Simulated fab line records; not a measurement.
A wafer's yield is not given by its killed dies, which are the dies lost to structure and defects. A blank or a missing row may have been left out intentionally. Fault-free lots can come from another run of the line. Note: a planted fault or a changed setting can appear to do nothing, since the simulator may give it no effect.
Which tool is to blame? / flow rit-cmos / 14 lots, 42 wafers sampled, at 7 steps of a route of 202

== WHAT THE GAUGES READ, wafer by wafer ==
RIT_NWELL_OVL_MEAS_06. Usual: NWELL_OVL typically reads 0.7 nm, with standard deviation 1.3.
lot=L639; measured=day 2 03:33; on=overlay-01; NWELL_OVL (nm)=0.7 0.7 1.4; flag=
lot=L640; measured=day 2 06:56; on=overlay-02; NWELL_OVL (nm)=0.3 0.3 -1.3; flag=
lot=L641; measured=day 2 14:03; on=overlay-01; NWELL_OVL (nm)=2.5 1.4 0.8; flag=
lot=L643; measured=day 2 23:58; on=overlay-01; NWELL_OVL (nm)=0.7 -1.0 -0.5; flag=
lot=L644; measured=day 3 04:04; on=overlay-02; NWELL_OVL (nm)=0.3 1.1 0.8; flag=
lot=L645; measured=day 3 09:44; on=overlay-01; NWELL_OVL (nm)=-0.1 0.7 0.7; flag=
lot=L647; measured=day 3 20:16; on=overlay-02; NWELL_OVL (nm)=2.4 1.0 2.6; flag=
lot=L653; measured=day 5 00:14; on=overlay-01; NWELL_OVL (nm)=-0.9 -1.4 0.1; flag=
lot=L656; measured=day 5 18:32; on=overlay-02; NWELL_OVL (nm)=-0.2 0.6 0.4; flag=
lot=L658; measured=day 6 06:52; on=overlay-01; NWELL_OVL (nm)=2.0 3.5 1.0; flag=
lot=L657; measured=day 6 07:07; on=overlay-01; NWELL_OVL (nm)=2.0 1.8 1.2; flag=
lot=L659; measured=day 6 12:01; on=overlay-02; NWELL_OVL (nm)=0.2 -0.3 0.4; flag=
lot=L661; measured=day 7 00:13; on=overlay-02; NWELL_OVL (nm)=0.7 -0.1 0.3; flag=
lot=L660; measured=day 7 00:27; on=overlay-01; NWELL_OVL (nm)=3.0 3.7 2.2; flag=

RIT_PWELL_TW_MEAS_10. Usual: PWELL_TW typically reads 953, with standard deviation 6.8.
lot=L639; measured=day 2 05:43; on=film-metro-03; PWELL_TW=967 968 971; flag=
lot=L640; measured=day 2 09:13; on=film-metro-04; PWELL_TW=946 948 944; flag=
lot=L641; measured=day 2 16:25; on=film-metro-02; PWELL_TW=950 954 952; flag=
lot=L643; measured=day 3 02:20; on=film-metro-04; PWELL_TW=937 942 943; flag=
lot=L644; measured=day 3 06:22; on=film-metro-04; PWELL_TW=942 943 943; flag=
lot=L645; measured=day 3 12:02; on=film-metro-02; PWELL_TW=951 953 958; flag=
lot=L647; measured=day 3 22:37; on=film-metro-04; PWELL_TW=948 946 949; flag=
lot=L653; measured=day 5 02:25; on=film-metro-04; PWELL_TW=947 950 948; flag=
lot=L656; measured=day 5 20:49; on=film-metro-02; PWELL_TW=30 30 30; flag=OFF
lot=L658; measured=day 6 09:10; on=film-metro-04; PWELL_TW=943 941 943; flag=
lot=L657; measured=day 6 09:24; on=film-metro-02; PWELL_TW=30 30 30; flag=OFF
lot=L659; measured=day 6 14:34; on=film-metro-02; PWELL_TW=953 954 956; flag=
lot=L661; measured=day 7 02:31; on=film-metro-04; PWELL_TW=949 955 950; flag=
lot=L660; measured=day 7 02:44; on=film-metro-02; PWELL_TW=955 957 955; flag=

RIT_NRETRO_OVL_MEAS_06. Usual: NRETRO_OVL typically reads -1.4 nm, with standard deviation 1.5.
lot=L639; measured=day 2 12:06; on=overlay-01; NRETRO_OVL (nm)=0.6 0.6 0.9; flag=
lot=L640; measured=day 2 15:56; on=overlay-01; NRETRO_OVL (nm)=-2.4 -1.8 -2.0; flag=
lot=L641; measured=day 2 23:43; on=overlay-02; NRETRO_OVL (nm)=-2.0 -3.0 -3.9; flag=
lot=L643; measured=day 3 08:43; on=overlay-01; NRETRO_OVL (nm)=-2.0 -1.9 -1.3; flag=
lot=L644; measured=day 3 12:58; on=overlay-02; NRETRO_OVL (nm)=-0.9 0.5 -1.8; flag=
lot=L645; measured=day 3 18:52; on=overlay-02; NRETRO_OVL (nm)=-2.4 -2.8 -2.7; flag=
lot=L647; measured=day 4 05:38; on=overlay-01; NRETRO_OVL (nm)=-0.9 -2.6 -0.7; flag=
lot=L653; measured=day 5 09:36; on=overlay-01; NRETRO_OVL (nm)=-4.0 -2.5 -3.0; flag=
lot=L656; measured=day 6 07:25; on=overlay-02; NRETRO_OVL (nm)=-0.8 0.2 -0.7; flag=
lot=L658; measured=day 6 15:33; on=overlay-02; NRETRO_OVL (nm)=-1.5 -1.2 -1.0; flag=
lot=L657; measured=day 6 16:16; on=overlay-02; NRETRO_OVL (nm)=0.8 -1.1 -0.5; flag=
lot=L659; measured=day 6 23:52; on=overlay-01; NRETRO_OVL (nm)=-3.4 -4.3 -2.3; flag=
lot=L661; measured=day 7 09:46; on=overlay-02; NRETRO_OVL (nm)=-2.9 -1.8 -1.5; flag=
lot=L660; measured=day 7 10:00; on=overlay-01; NRETRO_OVL (nm)=-0.4 -1.1 -1.3; flag=

RIT_NRETRO_TW_MEAS_10. Usual: NRETRO_TW typically reads 1051, with standard deviation 9.5.
lot=L639; measured=day 2 12:43; on=film-metro-04; NRETRO_TW=1048 1049 1054; flag=
lot=L640; measured=day 2 16:33; on=film-metro-04; NRETRO_TW=1050 1050 1058; flag=
lot=L641; measured=day 3 00:20; on=film-metro-01; NRETRO_TW=1053 1050 1046; flag=
lot=L643; measured=day 3 09:20; on=film-metro-01; NRETRO_TW=1049 1051 1047; flag=
lot=L644; measured=day 3 13:35; on=film-metro-04; NRETRO_TW=1039 1045 1043; flag=
lot=L645; measured=day 3 19:29; on=film-metro-01; NRETRO_TW=1042 1045 1052; flag=
lot=L647; measured=day 4 06:15; on=film-metro-01; NRETRO_TW=1044 1045 1040; flag=
lot=L653; measured=day 5 10:13; on=film-metro-01; NRETRO_TW=1053 1055 1052; flag=
lot=L656; measured=day 6 08:02; on=film-metro-01; NRETRO_TW=30 30 30; flag=OFF
lot=L658; measured=day 6 16:10; on=film-metro-01; NRETRO_TW=1044 1042 1050; flag=
lot=L657; measured=day 6 16:53; on=film-metro-01; NRETRO_TW=30 30 30; flag=OFF
lot=L659; measured=day 7 00:29; on=film-metro-03; NRETRO_TW=1071 1069 1064; flag=
lot=L661; measured=day 7 10:23; on=film-metro-01; NRETRO_TW=1043 1041 1041; flag=
lot=L660; measured=day 7 10:37; on=film-metro-04; NRETRO_TW=1048 1045 1053; flag=

RIT_PRETRO_TW_MEAS_10. Usual: PRETRO_TW typically reads 477, with standard deviation 4.5.
lot=L639; measured=day 2 14:33; on=film-metro-01; PRETRO_TW=470 472 472; flag=
lot=L640; measured=day 2 18:06; on=film-metro-01; PRETRO_TW=475 474 472; flag=
lot=L641; measured=day 3 01:58; on=film-metro-03; PRETRO_TW=479 479 479; flag=
lot=L643; measured=day 3 11:01; on=film-metro-02; PRETRO_TW=474 479 476; flag=
lot=L644; measured=day 3 15:16; on=film-metro-01; PRETRO_TW=473 475 475; flag=
lot=L645; measured=day 3 21:11; on=film-metro-01; PRETRO_TW=474 473 474; flag=
lot=L647; measured=day 4 08:03; on=film-metro-02; PRETRO_TW=477 476 477; flag=
lot=L653; measured=day 5 11:53; on=film-metro-02; PRETRO_TW=479 476 477; flag=
lot=L656; measured=day 6 09:41; on=film-metro-01; PRETRO_TW=30 30 30; flag=OFF
lot=L658; measured=day 6 17:50; on=film-metro-03; PRETRO_TW=483 485 483; flag=
lot=L657; measured=day 6 18:26; on=film-metro-02; PRETRO_TW=30 30 30; flag=OFF
lot=L659; measured=day 7 02:10; on=film-metro-03; PRETRO_TW=484 485 483; flag=
lot=L661; measured=day 7 12:13; on=film-metro-01; PRETRO_TW=472 472 475; flag=
lot=L660; measured=day 7 12:20; on=film-metro-03; PRETRO_TW=483 484 482; flag=

== WHICH TOOL RAN EACH LOT (tool, then ch and the chambers of the sampled wafers, then the start) ==
lot=L639; RIT_NWELL_STRIP_09=plasma-asher-03 ch 0,1, day 2 03:59; RIT_PWELL_STRIP_09=plasma-asher-01 ch 0,1, day 2 05:32
lot=L640; RIT_NWELL_STRIP_09=plasma-asher-04 ch 1, day 2 07:22; RIT_PWELL_STRIP_09=plasma-asher-01 ch 0,1, day 2 09:02
lot=L641; RIT_NWELL_STRIP_09=plasma-asher-04 ch 0,1, day 2 14:29; RIT_PWELL_STRIP_09=plasma-asher-02 ch 0,1, day 2 16:15
lot=L643; RIT_NWELL_STRIP_09=plasma-asher-04 ch 0,1, day 3 00:24; RIT_PWELL_STRIP_09=plasma-asher-01 ch 0,1, day 3 02:10
lot=L644; RIT_NWELL_STRIP_09=plasma-asher-02 ch 0,1, day 3 04:31; RIT_PWELL_STRIP_09=plasma-asher-02 ch 0,1, day 3 06:11
lot=L645; RIT_NWELL_STRIP_09=plasma-asher-04 ch 0,1, day 3 10:10; RIT_PWELL_STRIP_09=plasma-asher-03 ch 0,1, day 3 11:51
lot=L647; RIT_NWELL_STRIP_09=plasma-asher-04 ch 0,1, day 3 20:45; RIT_PWELL_STRIP_09=plasma-asher-03 ch 0,1, day 3 22:29
lot=L653; RIT_NWELL_STRIP_09=plasma-asher-03 ch 0,1, day 5 00:41; RIT_PWELL_STRIP_09=plasma-asher-03 ch 0,1, day 5 02:14
lot=L656; RIT_NWELL_STRIP_09=plasma-asher-04 ch 0,1, day 5 18:58; RIT_PWELL_STRIP_09=plasma-asher-01 ch 0,1, day 5 20:39
lot=L658; RIT_NWELL_STRIP_09=plasma-asher-02 ch 0,1, day 6 07:21; RIT_PWELL_STRIP_09=plasma-asher-02 ch 0,1, day 6 09:02
lot=L657; RIT_NWELL_STRIP_09=plasma-asher-04 ch 0,1, day 6 07:32; RIT_PWELL_STRIP_09=plasma-asher-01 ch 0,1, day 6 09:13
lot=L659; RIT_NWELL_STRIP_09=plasma-asher-04 ch 0,1, day 6 12:42; RIT_PWELL_STRIP_09=plasma-asher-01 ch 0,1, day 6 14:22
lot=L661; RIT_NWELL_STRIP_09=plasma-asher-04 ch 0,1, day 7 00:39; RIT_PWELL_STRIP_09=plasma-asher-03 ch 0,1, day 7 02:19
lot=L660; RIT_NWELL_STRIP_09=plasma-asher-03 ch 0,1, day 7 00:53; RIT_PWELL_STRIP_09=plasma-asher-02 ch 0,1, day 7 02:34
- RIT_NWELL_STRIP_09: strips in O2, time 180 s.
- RIT_PWELL_STRIP_09: strips in O2, time 180 s.

== AS READ BY THE TOOLS THEMSELVES (means over the sampled wafers that have a number; for cases with no such wafer, the mark the record gives instead) ==
RIT_NWELL_STRIP_09. Usual: chamber-pressure-mTorr 4000 mTorr, standard deviation 3.5; drypump-motor-current-A 5.7 A, standard deviation 0.38.
lot=L639; tool=plasma-asher-03; chamber-pressure-mTorr (mTorr)=4002; drypump-motor-current-A (A)=5.4; flag=
lot=L640; tool=plasma-asher-04; chamber-pressure-mTorr (mTorr)=3999; drypump-motor-current-A (A)=5.9; flag=
lot=L641; tool=plasma-asher-04; chamber-pressure-mTorr (mTorr)=3998; drypump-motor-current-A (A)=5.5; flag=
lot=L643; tool=plasma-asher-04; chamber-pressure-mTorr (mTorr)=4000; drypump-motor-current-A (A)=5.7; flag=
lot=L644; tool=plasma-asher-02; chamber-pressure-mTorr (mTorr)=4002; drypump-motor-current-A (A)=6.1; flag=
lot=L645; tool=plasma-asher-04; chamber-pressure-mTorr (mTorr)=4000; drypump-motor-current-A (A)=5.7; flag=
lot=L647; tool=plasma-asher-04; chamber-pressure-mTorr (mTorr)=4001; drypump-motor-current-A (A)=5.7; flag=
lot=L653; tool=plasma-asher-03; chamber-pressure-mTorr (mTorr)=4000; drypump-motor-current-A (A)=5.5; flag=
lot=L656; tool=plasma-asher-04; chamber-pressure-mTorr (mTorr)=-; drypump-motor-current-A (A)=-; flag=OFF
lot=L658; tool=plasma-asher-02; chamber-pressure-mTorr (mTorr)=3998; drypump-motor-current-A (A)=6.1; flag=
lot=L657; tool=plasma-asher-04; chamber-pressure-mTorr (mTorr)=-; drypump-motor-current-A (A)=-; flag=OFF
lot=L659; tool=plasma-asher-04; chamber-pressure-mTorr (mTorr)=3997; drypump-motor-current-A (A)=5.7; flag=
lot=L661; tool=plasma-asher-04; chamber-pressure-mTorr (mTorr)=3998; drypump-motor-current-A (A)=5.5; flag=
lot=L660; tool=plasma-asher-03; chamber-pressure-mTorr (mTorr)=3995; drypump-motor-current-A (A)=5.5; flag=

RIT_PWELL_STRIP_09. Usual: chamber-pressure-mTorr 4000 mTorr, standard deviation 3.5; drypump-motor-current-A 5.6 A, standard deviation 0.54.
lot=L639; tool=plasma-asher-01; chamber-pressure-mTorr (mTorr)=4002; drypump-motor-current-A (A)=5.2; flag=
lot=L640; tool=plasma-asher-01; chamber-pressure-mTorr (mTorr)=3999; drypump-motor-current-A (A)=5.2; flag=
lot=L641; tool=plasma-asher-02; chamber-pressure-mTorr (mTorr)=4000; drypump-motor-current-A (A)=6.1; flag=
lot=L643; tool=plasma-asher-01; chamber-pressure-mTorr (mTorr)=4000; drypump-motor-current-A (A)=5.0; flag=
lot=L644; tool=plasma-asher-02; chamber-pressure-mTorr (mTorr)=4002; drypump-motor-current-A (A)=6.1; flag=
lot=L645; tool=plasma-asher-03; chamber-pressure-mTorr (mTorr)=3997; drypump-motor-current-A (A)=5.6; flag=
lot=L647; tool=plasma-asher-03; chamber-pressure-mTorr (mTorr)=4002; drypump-motor-current-A (A)=5.4; flag=
lot=L653; tool=plasma-asher-03; chamber-pressure-mTorr (mTorr)=4000; drypump-motor-current-A (A)=5.6; flag=
lot=L656; tool=plasma-asher-01; chamber-pressure-mTorr (mTorr)=3998; drypump-motor-current-A (A)=5.2; flag=
lot=L658; tool=plasma-asher-02; chamber-pressure-mTorr (mTorr)=4001; drypump-motor-current-A (A)=6.1; flag=
lot=L657; tool=plasma-asher-01; chamber-pressure-mTorr (mTorr)=3997; drypump-motor-current-A (A)=5.2; flag=
lot=L659; tool=plasma-asher-01; chamber-pressure-mTorr (mTorr)=4002; drypump-motor-current-A (A)=5.2; flag=
lot=L661; tool=plasma-asher-03; chamber-pressure-mTorr (mTorr)=3997; drypump-motor-current-A (A)=5.6; flag=
lot=L660; tool=plasma-asher-02; chamber-pressure-mTorr (mTorr)=3998; drypump-motor-current-A (A)=6.1; flag=

== THE ANSWER, worked out from the rows above alone ==
Rule: a lot counts as off when the mean over its wafers that have a number is more than 3 standard deviations away from the usual mean. Also off: a lot with no number at a reading for which 4 or more lots have one. Where the step has rows for the other lots, those lots are counted as sound. First the gauges in route order, then the tools' own readings, where a lot's mean is used as printed above. At the first step where some lot is off, the reading lying furthest off is the one used; lots without a number count as furthest.
Off: at RIT_PWELL_TW_MEAS_10 (PWELL_TW), L656, L657.
If a tool, at a process step before that reading, ran all the lots that are off and no sound lot after the first of them, it fits. The gauges at RIT_PWELL_TW_MEAS_10 aren't tried: what is off there is off at RIT_NRETRO_TW_MEAS_10 too, on other tools, and a gauge's error can't cause that. No candidate that was tried fits.

== WHAT WAS PUT IN BY THE SIMULATOR ==
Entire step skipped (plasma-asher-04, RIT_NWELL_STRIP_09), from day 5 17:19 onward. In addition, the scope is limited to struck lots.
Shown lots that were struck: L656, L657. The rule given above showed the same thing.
